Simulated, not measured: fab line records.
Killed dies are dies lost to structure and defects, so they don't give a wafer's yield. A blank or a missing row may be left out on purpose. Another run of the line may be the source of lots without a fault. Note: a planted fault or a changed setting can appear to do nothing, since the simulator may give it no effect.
A struck lot beside a sound one | flow rit cmos | 21 steps out of a route of 202
Sound: these wafers, L138.1, L138.3, L138.6. The struck wafers were L136.1, L136.3, L136.4. The cause is named last.
At each step with rows: each side's tool, then ch and its chambers, then its first start. Under that, the readings that differ: sound wafers | struck wafers | difference of the means | sigmas: that difference in standard deviations of wafers without a fault.
alike: words and numbers the same on both sides, and readings whose means are apart by under 2 such deviations; not compared: readings that were withheld, readings missing a value for some wafer, numbers with overlapping values and no deviation given by the record, and bounds like >300 which may hide the same value.
A row with sigmas, a row that says differs or no value, or rows on one side alone: a step with any of these is where the two part. When numbers do not overlap yet have no deviation, they are printed without sigmas and do not part them. A reading missing from all wafers of one side parts the sides only when that side holds two or more wafers.

first, 4 steps without rows for these wafers: RIT_ACTIVE_CLEAN_15 (cleans in SC1, time 600 s); RIT_ACTIVE_CLEAN_16 (cleans in dHF, time 30 s); RIT_ACTIVE_CLEAN_17 (cleans in SC2, time 600 s); RIT_FOX1_OXIDATION_00 (target thk 350.7 nm, ox time 1130 s).
RIT_FOX1_THK_MEAS_01:
  sound on film metro-04 at day 5 02:24; struck on film metro-02 at day 4 16:20
  reading             | sound       | struck      | difference | sigmas
  FOX1_OXIDE_THK (nm) | 343 340 338 | 353 361 356 | +16        | +3
then, 2 steps without rows for these wafers: RIT_FOX1_WET_ETCH_02 (etches SiO2 in BOE, target depth 350 nm, time 390 s); RIT_FOX2_OXIDATION_00 (target thk 350.7 nm, ox time 1130 s).
RIT_FOX2_THK_MEAS_01:
  sound on film metro-04 at day 5 03:53; struck on film metro-01 at day 4 17:50
  alike: FOX2_OXIDE_THK
then, 2 steps without rows for these wafers: RIT_FOX2_CLEAN_02 (cleans in dHF, time 180 s); RIT_FOX2_WET_ETCH_03 (etches Si3N4 in H3PO4, target depth 195 nm, time 2700 s).
RIT_FOX2_THK_MEAS_90:
  sound on film metro-03 at day 5 04:46; struck on film metro-04 at day 4 19:28
  alike: FIELD_OXIDE_LEFT_1_THK
then, 1 step without rows for these wafers: RIT_NWELL_HMDS_00 (prime time 60 s).
RIT_NWELL_COAT_01: resist thk 1300 nm.
  sound on litho track-02 ch 0, day 5 05:05; struck on litho track-03 ch 0, day 4 19:41
  reading                                    | sound                | struck               | difference | sigmas
  spin speed rpm (rpm)                       | 1998.7 1999.4 2001.6 | 1440.9 1442.4 1439.5 | -559.0     | -99 or more
  model.NOVOLAK_of_NWELL_COAT_01.thk nm (nm) | 1303 1306 1303       | 1535 1531 1537       | +230       |
then, 4 steps without rows for these wafers: RIT_NWELL_SOFTBAKE_02 (time 60 s); RIT_NWELL_EXPOSE_03 (exposes mask M2, target cd 43900 nm); RIT_NWELL_PEB_04; RIT_NWELL_DEVELOP_05 (develop time 68 s).
RIT_NWELL_OVL_MEAS_06:
  sound on overlay-02 at day 5 05:58; struck on overlay-01 at day 4 20:32
  alike: NWELL_OVL
RIT_NWELL_HARDBAKE_07: time 120 s.
  sound on litho track-02 ch 0, day 5 05:59; struck on litho track-04 ch 0, day 4 20:34
  reading                                    | sound          | struck         | difference | sigmas
  model.NOVOLAK_of_NWELL_COAT_01.thk nm (nm) | 1140 1142 1140 | 1339 1336 1341 | +198       |
following that, these wafers have no rows for 1 step: RIT_NWELL_IMPLANT_08.
RIT_M1_PROBE_99:
  sound on prober-02 at day 6 19:45; struck on prober-02 at day 6 10:07
  alike: killed at front end, killed dies, killed open, killed short

## WHERE THEY PART
At RIT_FOX1_THK_MEAS_01 first; at RIT_NWELL_COAT_01 last (within this record only). Later steps at which nothing parts them and some readings are alike: RIT_NWELL_OVL_MEAS_06, RIT_M1_PROBE_99.

WHY: what had been put in by the simulator
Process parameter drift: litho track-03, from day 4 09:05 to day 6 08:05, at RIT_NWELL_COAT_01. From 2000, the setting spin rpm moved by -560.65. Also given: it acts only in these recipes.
